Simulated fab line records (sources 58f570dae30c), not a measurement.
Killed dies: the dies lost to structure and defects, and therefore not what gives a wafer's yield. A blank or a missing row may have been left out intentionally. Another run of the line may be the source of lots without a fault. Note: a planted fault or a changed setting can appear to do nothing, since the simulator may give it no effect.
Lot-split experiment ; flow berkeley_cmos170 ; 23 wafers read from 5 lots, route of 331 steps

== THE SPLIT ==
At UCB170_SILICIDE_SPUTTER_01 (material Ti, target thk 30 nm, time 25 s), the setting power_w was moved away from the recipe's 1500 W on 11 of the 23 wafers read, by -8.6% to +10.7%. This setting was run at the recipe's value on the other wafers.

== THE PATH FROM SPLIT TO READING: the file shows 1 step between them ==
- UCB170_SILICIDE_RS_MEAS_02: measures by four-point-probe

== THE READING ==
SILICIDE_TI_THK, in nm, at UCB170_SILICIDE_THK_MEAS_03 (measures by xrf). Fault-free wafers of this fab line usually give 30.1 nm, standard deviation 0.31 nm.

wafer;tool, chamber at the split;power_w as run, W;against the recipe;SILICIDE_TI_THK, nm;against lot-mates on the recipe
L074.1;pvd_sputter-03, -;1660;+10.7%;33.5;+3.4
L074.2;pvd_sputter-03, -;1500;recipe;30.0;-
L074.4;pvd_sputter-03, -;1660;+10.7%;33.1;+3.1
L074.5;pvd_sputter-03, -;1660;+10.7%;33.4;+3.3
L074.6;pvd_sputter-03, -;1500;recipe;30.1;-
L075.2;pvd_sputter-04, -;1371;-8.6%;27.4;-2.9
L075.3;pvd_sputter-04, -;1500;recipe;30.4;-
L075.4;pvd_sputter-04, -;1500;recipe;30.2;-
L075.5;pvd_sputter-04, -;1371;-8.6%;28.3;-2.0
L075.6;pvd_sputter-04, -;1500;recipe;30.3;-
L077.1;pvd_sputter-03, -;1500;recipe;29.9;-
L077.2;pvd_sputter-03, -;1418;-5.5%;27.9;-2.0
L077.3;pvd_sputter-03, -;1418;-5.5%;28.1;-1.8
L077.4;pvd_sputter-03, -;1500;recipe;29.8;-
L077.6;pvd_sputter-03, -;1418;-5.5%;28.3;-1.6
L079.2;pvd_sputter-02, -;1500;recipe;30.3;-
L079.3;pvd_sputter-02, -;1500;recipe;30.7;-
L079.5;pvd_sputter-02, -;1500;recipe;30.2;-
L084.1;pvd_sputter-03, -;1500;recipe;29.9;-
L084.2;pvd_sputter-03, -;1398;-6.8%;27.7;-1.9
L084.3;pvd_sputter-03, -;1500;recipe;29.4;-
L084.4;pvd_sputter-03, -;1398;-6.8%;27.6;-2.0
L084.5;pvd_sputter-03, -;1398;-6.8%;27.8;-1.8

THE FIT
A straight line over all 23 wafers: SILICIDE_TI_THK changes by +0.31 nm for each +1% of power_w; r = +0.98; the points scatter about the line by 0.36 nm.
The same after taking each lot's own level away (the mean of its wafers on the recipe; 23 wafers): +0.301 nm for each +1%; r = +0.99; scatter 0.22 nm.
The reading moves by 3.2 nm for the largest change in power_w, on that fit.
From 29.65 to 30.40 nm: that is the span of the lots' own levels, equal to 2.4 times the standard deviation above.
Hence the lot-to-lot level has little effect on the slope; both slopes agree.
Check: with one of the wafers moved furthest among these (+10.7%) left out of the fit, the line predicts +3.17 nm for it against its lot-mates. It came out at +3.45 nm against them.

== ADDITIONAL SPLITS CARRIED BY THESE WAFERS ==
Note: prior to the reading, these wafers also went through further splits. Each is held against what the fit with the lots' levels taken away leaves over:
other split on the same wafers;wafers away from the commonest value;r with SILICIDE_TI_THK (lot level and that fit taken away)
UCB170_PLDD_EXPOSE_03 dose_mj;9;-0.01
UCB170_SPACER_CVD_00 time_s;7;+0.38
UCB170_PSD_IMPLANT_08 energy_kev;9;+0.09
UCB170_NSD_IMPLANT_08 dose_cm2;7;-0.22

== THE WHOLE CHAIN: every reading that the file lists as answering this split, in the file's order ==
step;what it does;reading;change (the file's fit);r (the file's)
UCB170_SILICIDE_SPUTTER_01;material Ti, target thk 30 nm, time 25 s;Ti_of_SILICIDE_SPUTTER_01.thk_nm (the simulator's own value, which no gauge read);+0.301 nm for each +1% of the setting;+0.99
UCB170_SILICIDE_RS_MEAS_02;measures by four-point-probe;SILICIDE_TI_RS;-0.313 for each +1% of the setting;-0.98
UCB170_SILICIDE_THK_MEAS_03;measures by xrf;SILICIDE_TI_THK;+0.299 for each +1% of the setting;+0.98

== THE FILE'S OWN FIT ==
SILICIDE_TI_THK changes by +0.299 nm for each +1% of power_w, r = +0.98.
